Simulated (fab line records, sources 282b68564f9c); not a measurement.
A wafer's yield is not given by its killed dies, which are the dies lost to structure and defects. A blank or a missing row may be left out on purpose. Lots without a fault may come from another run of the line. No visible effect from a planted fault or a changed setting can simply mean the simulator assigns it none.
Which tool did it? :: flow rit-cmos :: Sampling: 7 lots, 21 wafers, 2 of 202 route steps

WHAT THE GAUGES SHOWED, per wafer
RIT_PRETRO_TW_MEAS_10.
lot: L141
measured: day 2 13:18
on: film-metro-01
PRETRO_TW: 471.1 472.1 472.2

lot: L144
measured: day 3 03:23
on: film-metro-02
PRETRO_TW: 477.1 478.4 473.7

lot: L146
measured: day 3 13:45
on: film-metro-04
PRETRO_TW: 480.2 481.8 482.4

lot: L153
measured: day 5 00:10
on: film-metro-04
PRETRO_TW: 478.1 476.9 478.7

lot: L157
measured: day 5 21:00
on: film-metro-04
PRETRO_TW: 481.0 479.3 478.1

lot: L159
measured: day 6 07:56
on: film-metro-04
PRETRO_TW: 476.3 475.3 474.2

lot: L163
measured: day 7 02:20
on: film-metro-01
PRETRO_TW: 473.7 472.1 471.1

WHAT TOOL EACH LOT RAN ON (gives the tool, then ch and the chambers of the sampled wafers, and finally the start)
lot: L141
RIT_PRETRO_IMPLANT_08: implanter-03 ch 0, day 2 12:59

lot: L144
RIT_PRETRO_IMPLANT_08: implanter-01 ch 0, day 3 03:04

lot: L146
RIT_PRETRO_IMPLANT_08: implanter-04 ch 0, day 3 13:25

lot: L153
RIT_PRETRO_IMPLANT_08: implanter-01 ch 0, day 4 23:52

lot: L157
RIT_PRETRO_IMPLANT_08: implanter-01 ch 0, day 5 20:40

lot: L159
RIT_PRETRO_IMPLANT_08: implanter-01 ch 0, day 6 07:38

lot: L163
RIT_PRETRO_IMPLANT_08: implanter-03 ch 0, day 7 02:02
- RIT_PRETRO_IMPLANT_08

THE ANSWER, worked out from the rows above alone
Rule: what is usual is taken from the lots themselves. The widest of any qualifying gaps counts: lots, ordered by their means at a reading, are off when they make up no more than a third of the lots, leave a main group of 4 or more, and stand apart from it by 3 or more times the standard deviation of that group's means. If all means in a main group match to the digits the tables above print for the reading, that group is not used. Also off: a lot with no number at a reading for which 4 or more lots have one. The other lots that the step has rows for count as sound.
Nothing can be told from this: no lot is off at any reading shown.

WHAT THE SIMULATOR PUT IN
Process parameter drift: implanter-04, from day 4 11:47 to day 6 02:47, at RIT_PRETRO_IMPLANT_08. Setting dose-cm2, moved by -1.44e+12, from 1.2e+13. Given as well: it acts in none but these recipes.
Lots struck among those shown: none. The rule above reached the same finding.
